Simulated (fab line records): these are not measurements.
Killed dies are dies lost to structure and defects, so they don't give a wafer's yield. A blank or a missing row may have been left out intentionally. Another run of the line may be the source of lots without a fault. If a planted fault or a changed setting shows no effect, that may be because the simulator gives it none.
A lot that was struck, set against a sound lot + flow berkeley-cmos170 + 16 steps out of a route of 331
Sound: wafers L147.1, L147.3, L147.6. Struck: wafer L137.4 (left out: L137.2, L137.5 of the same lot, which were not struck); the cause appears at the end.
At each step with rows: each side's tool, then ch and its chambers, then its first start. Under that, the readings that differ: sound wafers + struck wafers + difference of the means + sigmas: that difference in standard deviations of wafers without a fault.
alike: words and numbers the same on both sides, and readings whose means are apart by under 2 such deviations; not compared: readings that were withheld, readings missing a value for some wafer, numbers with overlapping values and no deviation given by the record, and bounds like >300 which may hide the same value.
The two part at a step that has a row with sigmas, a row that says differs or no value, or rows on one side only. Numbers that have no deviation but don't overlap get no sigmas and don't part them. Lack of a reading on every wafer of one side parts them only where that side has two or more wafers.

first, 5 steps without rows for these wafers: UCB170_M1_COAT_04 (resist thk 900 nm); UCB170_M1_SOFTBAKE_05 (time 60 s); UCB170_M1_EXPOSE_06 (exposes mask METAL1, target cd 700 nm); UCB170_M1_PEB_07; UCB170_M1_DEVELOP_08 (develop time 45 s).
UCB170_M1_CD_MEAS_09 targets a cd of 700 nm.
  sound on cd-sem-01, day 11 01:07; struck on cd-sem-01, day 9 08:55
| reading    | sound             | struck | difference | sigmas |
|------------|-------------------|--------|------------|--------|
| cd-nm (nm) | 698.3 699.6 698.2 | 702.5  | +3.8       | +2     |
UCB170_M1_OVL_MEAS_10:
  sound on overlay-02, day 11 01:14; struck on overlay-02, day 9 09:02
| reading     | sound   | struck | difference | sigmas |
|-------------|---------|--------|------------|--------|
| M1_OVL (nm) | -3 1 -4 | 12     | +14        | +2     |
UCB170_M1_ETCH_11: etches BARC in N2/H2.
  sound on rie-diel-01 ch 1,2,3, day 11 01:16; struck on rie-diel-01 ch 3, day 9 09:04
  alike: drypump-motor-current-A, oes-product-au, throttle-valve-pct
UCB170_M1_METAL_ETCH_12: etches Al in Cl2/BCl3, stops on PSG, target depth 780 nm, time 130 s.
  sound on rie-metal-01 ch 0,1, day 11 01:19; struck on rie-metal-03 ch 0, day 9 09:06
  alike: drypump-motor-current-A, oes-product-au, throttle-valve-pct
  not compared: rf-hours-counter-h
UCB170_M1_STRIP_13: strips in O2.
  sound on plasma-asher-02 ch 0,1, day 11 01:26; struck on plasma-asher-02 ch 1, day 9 09:14
| reading             | sound             | struck | difference | sigmas |
|---------------------|-------------------|--------|------------|--------|
| o2-flow-sccm (sccm) | 398.3 399.1 400.4 | 403.2  | +3.9       | +4     |
  alike: drypump-motor-current-A, oes-product-au
  not compared: rf-hours-counter-h
UCB170_M1_CD_MEAS_90 targets a cd of 700 nm.
  sound on cd-sem-02, day 11 01:32; struck on cd-sem-01, day 9 09:21
  alike: cd-nm
then, 1 step without rows for these wafers: UCB170_M1_ANNEAL_14 (time 1200 s).
UCB170_V1_CVD_00: deposits SiO2 from TEOS/O2, target thk 2000 nm, time 250 s.
  sound on pecvd-04 ch 0,2, day 11 05:40; struck on pecvd-03 ch 0, day 9 12:24
| reading                             | sound          | struck | difference | sigmas |
|-------------------------------------|----------------|--------|------------|--------|
| model.SiO2_of_V1_CVD_00.thk-nm (nm) | 2024 1992 2025 | 1813   | -201       |        |
  alike: heater-power-w
  not compared: since-wet-clean-h
UCB170_V1_THK_MEAS_01:
  sound on film-metro-04, day 11 05:49; struck on film-metro-02, day 9 12:36
| reading          | sound          | struck | difference | sigmas |
|------------------|----------------|--------|------------|--------|
| V1_TEOS_THK (nm) | 2024 1993 2027 | 1813   | -202       | -9     |
UCB170_V1_CMP_02: polishes SiO2.
  sound on cmp-02 ch 0,1, day 11 05:53; struck on cmp-02 ch 0, day 9 12:42
  alike: motor-current-A
UCB170_M3_PROBE_99:
  rows exist in the record for the struck wafers here (prober-02, day 10 01:56), but not for the sound ones

## WHERE THEY PART
Earliest at UCB170_M1_CD_MEAS_09; latest, in this record, at UCB170_M3_PROBE_99.

WHY: whatever the simulator had introduced
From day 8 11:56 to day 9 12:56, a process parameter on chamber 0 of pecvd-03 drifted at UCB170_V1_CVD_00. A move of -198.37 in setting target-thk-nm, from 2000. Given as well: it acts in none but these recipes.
